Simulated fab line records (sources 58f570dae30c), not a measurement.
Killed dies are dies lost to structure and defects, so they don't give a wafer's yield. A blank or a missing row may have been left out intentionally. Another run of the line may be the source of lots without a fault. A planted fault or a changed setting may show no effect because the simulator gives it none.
Which tool is to blame?	flow berkeleyCmos170	at 1 step of a route of 331, 12 lots with 36 wafers sampled

WHAT EACH GAUGE READ, for each wafer
UCB170_START_BOW_MEAS_00.
lot	measured	on	INCOMING_BOW (um)
L075	day 1 15:02	filmMetro-04	1 -2 7
L077	day 2 01:00	filmMetro-04	1 0 6
L079	day 2 11:01	filmMetro-04	-1 -5 3
L081	day 2 21:00	filmMetro-02	1 -2 -4
L083	day 3 07:00	filmMetro-04	3 11 5
L085	day 3 17:00	filmMetro-04	-1 -9 9
L087	day 4 03:00	filmMetro-04	-4 -6 -3
L089	day 4 13:02	filmMetro-01	4 -1 17
L091	day 4 23:02	filmMetro-01	-9 -7 -4
L093	day 5 09:04	filmMetro-04	-4 9 4
L095	day 5 19:02	filmMetro-02	-6 -1 -2
L097	day 6 05:01	filmMetro-01	-7 11 -2

EACH LOT AND THE TOOL THAT RAN IT (in order: tool; ch and the chambers of the sampled wafers; start)
The record shows no process step preceding these readings.

THE ANSWER, worked out from the rows above alone
Rule: the usual values come from the lots themselves. The widest of any qualifying gaps counts: lots, ordered by their means at a reading, are off when they make up no more than a third of the lots, leave a main group of 4 or more, and stand apart from it by 3 or more times the standard deviation of that group's means. A main group whose means are all the same, to the digits that the tables above print for the reading, isn't used. Also off: a lot with no number at a reading for which 4 or more lots have one. The other lots that the step has rows for count as sound.
Nothing can be told from this: no lot is off at any reading shown.

WHAT THE SIMULATOR PUT IN
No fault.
